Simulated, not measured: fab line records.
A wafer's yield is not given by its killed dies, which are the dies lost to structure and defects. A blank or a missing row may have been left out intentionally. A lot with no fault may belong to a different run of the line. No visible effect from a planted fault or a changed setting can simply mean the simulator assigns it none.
Split-lot trial || flow ritCmos || 23 wafers read from 5 lots, route of 202 steps

## SPLIT DETAILS
At RIT_NWELL_IMPLANT_08, the setting doseCm2 was moved away from the recipe's 5e+13 on 4 of the 23 wafers read, by -4.4% to +2.7%. For the rest of the wafers, this setting stayed at what the recipe calls for.

## FROM THE SPLIT TO THE READING: what the file shows between them, 2 steps
- RIT_PWELL_STRIP_09: strips in O2, time 180 s (also split here: o2FlowSccm)
- RIT_WELLDRIVE_ANNEAL_00: time 14700 s

## THE READING
At RIT_WELLDRIVE_RS_MEAS_01, a four-point-probe measurement gives NWELL_RS in ohm/sq. A value of 275.9 ohm/sq with a standard deviation of 0.78 ohm/sq is what fault-free wafers of this fab line usually give.

{"wafer": "L074.1", "tool, chamber at the split": "implanter-01, 0", "doseCm2 as run": 5e+13, "against the recipe": "recipe", "NWELL_RS, ohm/sq": 275.4, "against lot-mates on the recipe": "-"}
{"wafer": "L074.2", "tool, chamber at the split": "implanter-01, 0", "doseCm2 as run": 4.782e+13, "against the recipe": "-4.4%", "NWELL_RS, ohm/sq": 282.7, "against lot-mates on the recipe": "+7.7"}
{"wafer": "L074.3", "tool, chamber at the split": "implanter-01, 0", "doseCm2 as run": 5e+13, "against the recipe": "recipe", "NWELL_RS, ohm/sq": 275.0, "against lot-mates on the recipe": "-"}
{"wafer": "L074.4", "tool, chamber at the split": "implanter-01, 0", "doseCm2 as run": 5e+13, "against the recipe": "recipe", "NWELL_RS, ohm/sq": 274.6, "against lot-mates on the recipe": "-"}
{"wafer": "L074.6", "tool, chamber at the split": "implanter-01, 0", "doseCm2 as run": 4.782e+13, "against the recipe": "-4.4%", "NWELL_RS, ohm/sq": 282.9, "against lot-mates on the recipe": "+7.9"}
{"wafer": "L075.2", "tool, chamber at the split": "implanter-01, 0", "doseCm2 as run": 5e+13, "against the recipe": "recipe", "NWELL_RS, ohm/sq": 275.4, "against lot-mates on the recipe": "-"}
{"wafer": "L075.3", "tool, chamber at the split": "implanter-01, 0", "doseCm2 as run": 5e+13, "against the recipe": "recipe", "NWELL_RS, ohm/sq": 276.6, "against lot-mates on the recipe": "-"}
{"wafer": "L075.4", "tool, chamber at the split": "implanter-01, 0", "doseCm2 as run": 5e+13, "against the recipe": "recipe", "NWELL_RS, ohm/sq": 276.1, "against lot-mates on the recipe": "-"}
{"wafer": "L075.5", "tool, chamber at the split": "implanter-01, 0", "doseCm2 as run": 5e+13, "against the recipe": "recipe", "NWELL_RS, ohm/sq": 275.1, "against lot-mates on the recipe": "-"}
{"wafer": "L075.6", "tool, chamber at the split": "implanter-01, 0", "doseCm2 as run": 5e+13, "against the recipe": "recipe", "NWELL_RS, ohm/sq": 276.0, "against lot-mates on the recipe": "-"}
{"wafer": "L080.1", "tool, chamber at the split": "implanter-04, 0", "doseCm2 as run": 5e+13, "against the recipe": "recipe", "NWELL_RS, ohm/sq": 275.2, "against lot-mates on the recipe": "-"}
{"wafer": "L080.2", "tool, chamber at the split": "implanter-04, 0", "doseCm2 as run": 5e+13, "against the recipe": "recipe", "NWELL_RS, ohm/sq": 276.2, "against lot-mates on the recipe": "-"}
{"wafer": "L080.5", "tool, chamber at the split": "implanter-04, 0", "doseCm2 as run": 5e+13, "against the recipe": "recipe", "NWELL_RS, ohm/sq": 275.8, "against lot-mates on the recipe": "-"}
{"wafer": "L081.1", "tool, chamber at the split": "implanter-03, 0", "doseCm2 as run": 5e+13, "against the recipe": "recipe", "NWELL_RS, ohm/sq": 277.2, "against lot-mates on the recipe": "-"}
{"wafer": "L081.2", "tool, chamber at the split": "implanter-03, 0", "doseCm2 as run": 5e+13, "against the recipe": "recipe", "NWELL_RS, ohm/sq": 276.5, "against lot-mates on the recipe": "-"}
{"wafer": "L081.3", "tool, chamber at the split": "implanter-03, 0", "doseCm2 as run": 5e+13, "against the recipe": "recipe", "NWELL_RS, ohm/sq": 275.9, "against lot-mates on the recipe": "-"}
{"wafer": "L081.4", "tool, chamber at the split": "implanter-03, 0", "doseCm2 as run": 5e+13, "against the recipe": "recipe", "NWELL_RS, ohm/sq": 276.3, "against lot-mates on the recipe": "-"}
{"wafer": "L081.6", "tool, chamber at the split": "implanter-03, 0", "doseCm2 as run": 5e+13, "against the recipe": "recipe", "NWELL_RS, ohm/sq": 276.7, "against lot-mates on the recipe": "-"}
{"wafer": "L082.2", "tool, chamber at the split": "implanter-04, 0", "doseCm2 as run": 5e+13, "against the recipe": "recipe", "NWELL_RS, ohm/sq": 275.6, "against lot-mates on the recipe": "-"}
{"wafer": "L082.3", "tool, chamber at the split": "implanter-04, 0", "doseCm2 as run": 5e+13, "against the recipe": "recipe", "NWELL_RS, ohm/sq": 275.8, "against lot-mates on the recipe": "-"}
{"wafer": "L082.4", "tool, chamber at the split": "implanter-04, 0", "doseCm2 as run": 5.134e+13, "against the recipe": "+2.7%", "NWELL_RS, ohm/sq": 271.4, "against lot-mates on the recipe": -4.5}
{"wafer": "L082.5", "tool, chamber at the split": "implanter-04, 0", "doseCm2 as run": 5.134e+13, "against the recipe": "+2.7%", "NWELL_RS, ohm/sq": 271.1, "against lot-mates on the recipe": -4.8}
{"wafer": "L082.6", "tool, chamber at the split": "implanter-04, 0", "doseCm2 as run": 5e+13, "against the recipe": "recipe", "NWELL_RS, ohm/sq": 276.3, "against lot-mates on the recipe": "-"}

THE FIT
A straight line over all 23 wafers: NWELL_RS changes by -1.63 ohm/sq for each +1% of doseCm2; r = -0.97; the points scatter about the line by 0.62 ohm/sq.
The same after taking each lot's own level away (the mean of its wafers on the recipe; 23 wafers): -1.77 ohm/sq for each +1%; r = -0.99; scatter 0.41 ohm/sq.
According to that fit, moving doseCm2 by its largest amount changes the reading by 7.7 ohm/sq.
Across the lots, their own levels run from 275.00 to 276.52 ohm/sq, a range of 1.9 times the standard deviation given above.
So the lot-to-lot level changes the slope little: the two slopes agree.
Check: for one of the wafers moved furthest among these (-4.4%), held out of the fit, the line's prediction against its lot-mates is +7.78 ohm/sq. It came out at +7.7 ohm/sq against them.

## OTHER SPLITS ON THESE WAFERS
Before the reading, these wafers also passed through other splits. Each is held against what the fit with the lots' levels taken away leaves over:
{"other split on the same wafers": "RIT_ACTIVE_OXIDATION_01 tempC", "wafers away from the commonest value": 15, "r with NWELL_RS (lot level and that fit taken away)": "+0.04"}
{"other split on the same wafers": "RIT_ACTIVE_EXPOSE_08 doseMj", "wafers away from the commonest value": 6, "r with NWELL_RS (lot level and that fit taken away)": "+0.27"}
{"other split on the same wafers": "RIT_ACTIVE_ETCH_13 timeS", "wafers away from the commonest value": 7, "r with NWELL_RS (lot level and that fit taken away)": "+0.09"}
{"other split on the same wafers": "RIT_NWELL_COAT_01 resistThkNm", "wafers away from the commonest value": 10, "r with NWELL_RS (lot level and that fit taken away)": -0.08}
{"other split on the same wafers": "RIT_PWELL_STRIP_09 o2FlowSccm", "wafers away from the commonest value": 9, "r with NWELL_RS (lot level and that fit taken away)": -0.10}

## THE FILE'S OWN FIT
NWELL_RS changes by -1.77 ohm/sq for each +1% of doseCm2, r = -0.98.
